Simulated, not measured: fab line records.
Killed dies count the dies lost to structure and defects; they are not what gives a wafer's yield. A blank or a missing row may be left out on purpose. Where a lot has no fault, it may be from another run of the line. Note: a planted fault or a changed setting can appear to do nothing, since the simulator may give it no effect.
Which tool is to blame? + flow berkeley-cmos170 + 14 lots with 42 wafers sampled at 3 steps, on a route of 331 steps

## WHAT THE GAUGES SHOWED, per wafer
UCB170_PVT_OVL_MEAS_06.
| lot  | measured     | on         | PVT_OVL (nm) |
|------|--------------|------------|--------------|
| L847 | day 5 13:10  | overlay-01 | -5 -10 -3    |
| L846 | day 5 14:20  | overlay-02 | 2 -3 6       |
| L854 | day 6 20:26  | overlay-02 | 0 -3 -2      |
| L851 | day 6 20:41  | overlay-02 | 4 2 0        |
| L853 | day 6 21:32  | overlay-01 | 0 4 5        |
| L859 | day 7 17:15  | overlay-01 | 5 1 1        |
| L860 | day 8 03:50  | overlay-02 | -2 -9 -7     |
| L863 | day 8 17:45  | overlay-02 | -11 -6 -9    |
| L861 | day 8 18:29  | overlay-02 | -4 -6 -9     |
| L862 | day 8 19:11  | overlay-02 | -5 -2 -9     |
| L866 | day 9 03:17  | overlay-01 | -3 -1 -7     |
| L867 | day 9 19:58  | overlay-02 | -1 -2 1      |
| L865 | day 9 20:16  | overlay-02 | -4 -6 -4     |
| L869 | day 10 00:01 | overlay-02 | -9 -5 -6     |

UCB170_PVT_TW_MEAS_09.
| lot  | measured     | on            | PVT_TW      |
|------|--------------|---------------|-------------|
| L847 | day 5 13:28  | film-metro-02 | 507 511 508 |
| L846 | day 5 14:37  | film-metro-04 | 510 509 508 |
| L854 | day 6 20:44  | film-metro-01 | 513 513 512 |
| L851 | day 6 20:58  | film-metro-04 | 504 503 506 |
| L853 | day 6 21:49  | film-metro-04 | 506 506 507 |
| L859 | day 7 17:32  | film-metro-01 | 514 512 513 |
| L860 | day 8 04:07  | film-metro-04 | 504 506 504 |
| L863 | day 8 18:02  | film-metro-04 | 505 505 504 |
| L861 | day 8 18:46  | film-metro-04 | 503 507 502 |
| L862 | day 8 19:29  | film-metro-04 | 503 501 501 |
| L866 | day 9 03:35  | film-metro-04 | 503 504 505 |
| L867 | day 9 20:16  | film-metro-04 | 503 505 503 |
| L865 | day 9 20:33  | film-metro-04 | 503 505 505 |
| L869 | day 10 00:18 | film-metro-02 | 508 506 507 |

## WHAT TOOL EACH LOT RAN ON (gives the tool, then ch and the chambers of the sampled wafers, and finally the start)
| lot  | UCB170_PVT_STRIP_08                 |
|------|-------------------------------------|
| L847 | plasma-asher-02 ch 0,1, day 5 13:22 |
| L846 | plasma-asher-02 ch 0,1, day 5 14:31 |
| L854 | plasma-asher-03 ch 0,1, day 6 20:38 |
| L851 | plasma-asher-02 ch 0,1, day 6 20:52 |
| L853 | plasma-asher-03 ch 0,1, day 6 21:44 |
| L859 | plasma-asher-02 ch 0,1, day 7 17:26 |
| L860 | plasma-asher-02 ch 0,1, day 8 04:02 |
| L863 | plasma-asher-01 ch 0,1, day 8 17:56 |
| L861 | plasma-asher-02 ch 0,1, day 8 18:41 |
| L862 | plasma-asher-02 ch 0, day 8 19:23   |
| L866 | plasma-asher-02 ch 0,1, day 9 03:29 |
| L867 | plasma-asher-03 ch 0,1, day 9 20:10 |
| L865 | plasma-asher-02 ch 1, day 9 20:26   |
| L869 | plasma-asher-03 ch 1, day 10 00:11  |
- UCB170_PVT_STRIP_08: strips in O2.

## WHAT THE TOOLS THEMSELVES READ (means of the sampled wafers that have a number; where no wafer has one, the mark that the record gives instead)
UCB170_PVT_STRIP_08.
| lot  | tool            | chamber-pressure-mTorr (mTorr) | drypump-motor-current-A (A) | oes-product-au (a.u.) | strip-time-to-endpoint-s (s) |
|------|-----------------|--------------------------------|-----------------------------|-----------------------|------------------------------|
| L847 | plasma-asher-02 | 3498                           | 5.6                         | 0.733                 | 21.61                        |
| L846 | plasma-asher-02 | 3501                           | 5.6                         | 0.736                 | 21.66                        |
| L854 | plasma-asher-03 | -                              | -                           | -                     | -                            |
| L851 | plasma-asher-02 | -                              | -                           | -                     | -                            |
| L853 | plasma-asher-03 | 3502                           | 6.2                         | 0.732                 | 21.72                        |
| L859 | plasma-asher-02 | 3499                           | 5.6                         | 0.733                 | 21.74                        |
| L860 | plasma-asher-02 | 3497                           | 5.6                         | 0.736                 | 21.62                        |
| L863 | plasma-asher-01 | 3498                           | 5.7                         | 0.733                 | 21.60                        |
| L861 | plasma-asher-02 | 3501                           | 5.6                         | 0.734                 | 21.68                        |
| L862 | plasma-asher-02 | 3496                           | 5.7                         | 0.735                 | 21.51                        |
| L866 | plasma-asher-02 | 3501                           | 5.6                         | 0.732                 | 21.62                        |
| L867 | plasma-asher-03 | 3498                           | 6.2                         | 0.732                 | 21.60                        |
| L865 | plasma-asher-02 | 3497                           | 5.5                         | 0.736                 | 21.59                        |
| L869 | plasma-asher-03 | 3500                           | 6.2                         | 0.740                 | 21.64                        |

## THE ANSWER, worked out from the rows above alone
Rule: what is usual is taken from the lots themselves. Put in order of their means at a reading, lots are off if they are a third of the lots or fewer, leave a main group of 4 or more, and stand apart from it by a gap of 3 or more times the standard deviation of the main group's means; of several such gaps the widest counts. A main group whose means are all the same, to the digits that the tables above print for the reading, isn't used. A lot without any number at a reading at which 4 lots or more have one is off too. All remaining lots with rows at the step are treated as sound. The gauges are gone through in route order, then the tools' own readings, and for those a lot's mean is taken as printed above. The first step at which some lot is off is used, and at that step the reading that is off furthest; a lot without a number counts as furthest.
Off, at UCB170_PVT_STRIP_08 on chamber-pressure-mTorr: L854, L851. Without a number there: L854, L851. Mean 3499 mTorr and standard deviation 1.9 in the main group.
If a tool, at that step or one of the process steps before it, ran each lot that is off and ran no sound lot following the first of them, it fits. None of those tried fits.

## WHAT HAD BEEN PUT IN BY THE SIMULATOR
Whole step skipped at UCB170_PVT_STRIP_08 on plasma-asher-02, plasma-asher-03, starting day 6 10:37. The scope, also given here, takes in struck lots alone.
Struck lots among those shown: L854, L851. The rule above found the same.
